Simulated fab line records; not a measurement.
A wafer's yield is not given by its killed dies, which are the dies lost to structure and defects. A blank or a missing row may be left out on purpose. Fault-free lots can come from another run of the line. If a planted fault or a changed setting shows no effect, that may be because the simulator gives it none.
Split-lot experiment + flow berkeley_cmos170 + 23 wafers read across 5 lots, on a route 331 steps long

THE SPLIT ITSELF
At UCB170_PFIELD_IMPLANT_07, the setting energy_kev was moved away from the recipe's 80 on 7 of the 23 wafers read, by +2.1% to +5.7%. This setting was run at the recipe's value on the other wafers.

The split's own step is where the reading is taken.

THE READING
In nm, at UCB170_PFIELD_IMPLANT_07: implant.drp_nm, which is the simulator's own figure and was read by no gauge. No usual value for it is given in the file.

| wafer  | tool, chamber at the split | energy_kev as run | against the recipe | implant.drp_nm, nm | against lot-mates on the recipe |
|--------|----------------------------|-------------------|--------------------|--------------------|---------------------------------|
| L074.1 | implanter-02, 0            | 80                | recipe             | 74.86              | -                               |
| L074.5 | implanter-02, 0            | 80                | recipe             | 74.86              | -                               |
| L074.6 | implanter-02, 0            | 80                | recipe             | 74.86              | -                               |
| L079.2 | implanter-04, 0            | 84.15             | +5.2%              | 76.64              | +1.78                           |
| L079.5 | implanter-04, 0            | 84.15             | +5.2%              | 76.64              | +1.78                           |
| L079.3 | implanter-04, 0            | 80                | recipe             | 74.86              | -                               |
| L079.4 | implanter-04, 0            | 80                | recipe             | 74.86              | -                               |
| L079.6 | implanter-04, 0            | 80                | recipe             | 74.86              | -                               |
| L076.1 | implanter-03, 0            | 80                | recipe             | 74.86              | -                               |
| L076.3 | implanter-03, 0            | 80                | recipe             | 74.86              | -                               |
| L076.4 | implanter-03, 0            | 80                | recipe             | 74.86              | -                               |
| L076.5 | implanter-03, 0            | 80                | recipe             | 74.86              | -                               |
| L076.6 | implanter-03, 0            | 80                | recipe             | 74.86              | -                               |
| L080.1 | implanter-04, 0            | 81.7              | +2.1%              | 75.6               | +0.74                           |
| L080.4 | implanter-04, 0            | 81.7              | +2.1%              | 75.6               | +0.74                           |
| L080.2 | implanter-04, 0            | 80                | recipe             | 74.86              | -                               |
| L080.3 | implanter-04, 0            | 80                | recipe             | 74.86              | -                               |
| L080.6 | implanter-04, 0            | 80                | recipe             | 74.86              | -                               |
| L083.1 | implanter-02, 0            | 84.59             | +5.7%              | 76.82              | +1.96                           |
| L083.2 | implanter-02, 0            | 84.59             | +5.7%              | 76.82              | +1.96                           |
| L083.5 | implanter-02, 0            | 84.59             | +5.7%              | 76.82              | +1.96                           |
| L083.3 | implanter-02, 0            | 80                | recipe             | 74.86              | -                               |
| L083.4 | implanter-02, 0            | 80                | recipe             | 74.86              | -                               |

FIT RESULTS
A straight line over all 23 wafers: implant.drp_nm changes by +0.342 nm for each +1% of energy_kev; r = +1.00; the points scatter about the line by 0.0043 nm.
The same after taking each lot's own level away (the mean of its wafers on the recipe; 23 wafers): +0.342 nm for each +1%; r = +1.00; scatter 0.0043 nm.
Per that fit: largest energy_kev move, reading shift of 2 nm.
The lots' own levels span 74.860 to 74.860 nm.
The two slopes are in agreement: the lot-to-lot level therefore moves the slope only a little.
Check: with one of the wafers moved furthest among these (+5.7%) left out of the fit, the line predicts +1.97 nm for it against its lot-mates. Against them it came out at +1.96 nm.

ADDITIONAL SPLITS CARRIED BY THESE WAFERS
These wafers also went through other splits before the reading. Each is held against what the fit with the lots' levels taken away leaves over:
| other split on the same wafers     | wafers away from the commonest value | r with implant.drp_nm (lot level and that fit taken away) |
|------------------------------------|--------------------------------------|-----------------------------------------------------------|
| UCB170_START_OXIDATION_02 temp_c   | 18                                   | +0.31                                                     |
| UCB170_NWELL_CVD_04 pressure_mtorr | 18                                   | -0.20                                                     |
| UCB170_NWELL_EXPOSE_09 dose_mj     | 9                                    | +0.55                                                     |
| UCB170_PWELL_OXIDATION_02 temp_c   | 10                                   | +0.53                                                     |
| UCB170_PWELL_EXPOSE_10 dose_mj     | 9                                    | +0.16                                                     |
| UCB170_ACTIVE_PEB_11 peb_temp_c    | 5                                    | +0.28                                                     |

THE WHOLE CHAIN: every reading that the file lists as answering this split, in the file's order
| step                     | what it does | reading                                                         | change (the file's fit)               | r (the file's) |
|--------------------------|--------------|-----------------------------------------------------------------|---------------------------------------|----------------|
| UCB170_PFIELD_IMPLANT_07 |              | implant.rp_nm (the simulator's own value, which no gauge read)  | +2.16 nm for each +1% of the setting  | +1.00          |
| UCB170_PFIELD_IMPLANT_07 |              | implant.drp_nm (the simulator's own value, which no gauge read) | +0.344 nm for each +1% of the setting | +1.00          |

THE FILE'S OWN FIT
implant.drp_nm changes by +0.344 nm for each +1% of energy_kev, r = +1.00.
